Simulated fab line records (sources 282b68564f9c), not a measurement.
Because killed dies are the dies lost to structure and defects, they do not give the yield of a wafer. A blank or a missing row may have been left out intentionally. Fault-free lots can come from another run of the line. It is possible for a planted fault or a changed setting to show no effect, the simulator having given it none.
A lot that was struck, set against a sound lot | flow ritCmos | 18 out of 202 route steps
Sound: the wafers L903.2, L903.4, L903.5. Struck: wafers L907.3, L907.4, L907.5. The cause is given at the end.
For every step that has rows: the tool of each side, followed by ch and its chambers, followed by its first start. Under that, the readings that differ: sound wafers | struck wafers | difference of the means | sigmas: that difference in standard deviations of wafers without a fault.
alike: words and numbers the same on both sides, and readings whose means are apart by under 2 such deviations; not compared: readings that were withheld, readings missing a value for some wafer, numbers with overlapping values and no deviation given by the record, and bounds like >300 which may hide the same value.
Wherever a step has rows on one side only, a row that says differs or no value, or a row with sigmas, the two part there. When numbers do not overlap yet have no deviation, they are printed without sigmas and do not part them. A reading missing from all wafers of one side parts the sides only when that side holds two or more wafers.

RIT_CONTACT_OVL_MEAS_09:
  sound on overlay-02, day 5 07:20; struck on overlay-01, day 6 10:52
  alike: CONTACT_OVL
then, 1 step without rows for these wafers: RIT_CONTACT_HARDBAKE_10 (time 60 s).
RIT_CONTACT_ETCH_11: etches SiO2 in CHF3/CF4/Ar, stops on TiSi2, target depth 480 nm, time 320 s.
  sound on rieDiel-03 ch 1,3, day 5 07:31; struck on rieDiel-01 ch 1,2,3, day 6 11:02
  alike: O2_flow_sccm, drypumpMotorCurrentA, oesProductAu, throttleValvePct
  not compared: rfHoursCounterH
RIT_CONTACT_STRIP_12: strips in O2, time 180 s.
  sound on plasmaAsher-03 ch 0,1, day 5 07:42; struck on plasmaAsher-03 ch 0,1, day 6 11:17
  alike: drypumpMotorCurrentA, o2FlowSccm
  not compared: rfHoursCounterH
RIT_CONTACT_CD_MEAS_90: target cd 1000 nm.
  sound on cdSem-02, day 5 07:54; struck on cdSem-02, day 6 11:26
  alike: cdNm
then, 2 steps without rows for these wafers: RIT_CONTACT_CLEAN_13 (cleans in SC1, time 600 s); RIT_CONTACT_CLEAN_14 (cleans in SC2, time 600 s).
RIT_M1_SPUTTER_00: material Al, target thk 400 nm, time 500 s.
  sound on pvdSputter-04, day 5 08:21; struck on pvdSputter-03, day 6 11:53
  alike: throttleValvePct
RIT_M1_RS_MEAS_01: uses a four-point probe to measure.
  sound on filmMetro-03, day 5 08:40; struck on filmMetro-03, day 6 12:13
  alike: M1_AL_RS
RIT_M1_THK_MEAS_02: measures by xrf.
  sound on filmMetro-03, day 5 08:46; struck on filmMetro-03, day 6 12:19
  alike: M1_AL_THK
then, 2 steps without rows for these wafers: RIT_M1_HMDS_03 (prime time 60 s); RIT_M1_COAT_04 (resist thk 1300 nm).
RIT_M1_SOFTBAKE_05: time 60 s.
  sound on lithoTrack-02 ch 0, day 5 09:09; struck on lithoTrack-04 ch 0, day 6 12:43
reading                                | sound             | struck            | difference | sigmas
heaterPowerTotalW (W)                  | 34.54 34.50 34.52 | 35.49 35.60 35.55 | +1.03      | +19
plateTempC (C)                         | 89.74 90.10 89.88 | 92.05 92.07 92.05 | +2.15      | +17
model.NOVOLAK_of_M1_COAT_04.thkNm (nm) | 1299 1299 1299    | 1291 1290 1289    | -9         | 
  alike: resistLineTempC
then, 2 steps without rows for these wafers: RIT_M1_EXPOSE_06 (exposes mask M12, target cd 2600 nm); RIT_M1_PEB_07.
RIT_M1_DEVELOP_08: develop time 68 s.
  sound on lithoTrack-02 ch 0; struck on lithoTrack-02 ch 0
reading                                | sound          | struck         | difference | sigmas
model.NOVOLAK_of_M1_COAT_04.thkNm (nm) | 1299 1299 1299 | 1290 1289 1288 | -10        | 
  alike: resistLineTempC
RIT_M1_CD_MEAS_09: target cd 2600 nm.
  sound on cdSem-01, day 5 09:51; struck on cdSem-02, day 6 13:17
  alike: cdNm
RIT_M1_PROBE_99:
  sound on prober-02, day 5 12:32; struck on prober-02, day 6 16:00
  alike: defectLimitedYield, killed_at_M0_to_M3, killedAtContacts, killedAtFrontEnd, killedDies, killedOpen, killedShort, sort_bin_3_pad_short, sort_bin_5_function, sort_bin_6_memory, sortNPass, sortYieldPct

WHERE THEY PART
Within this record, at RIT_M1_SOFTBAKE_05 only. Later steps at which nothing parts them and some readings are alike: RIT_M1_DEVELOP_08, RIT_M1_CD_MEAS_09, RIT_M1_PROBE_99.

WHY: what the simulator had put in
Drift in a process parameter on lithoTrack-04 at RIT_M1_SOFTBAKE_05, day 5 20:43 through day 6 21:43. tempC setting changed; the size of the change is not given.
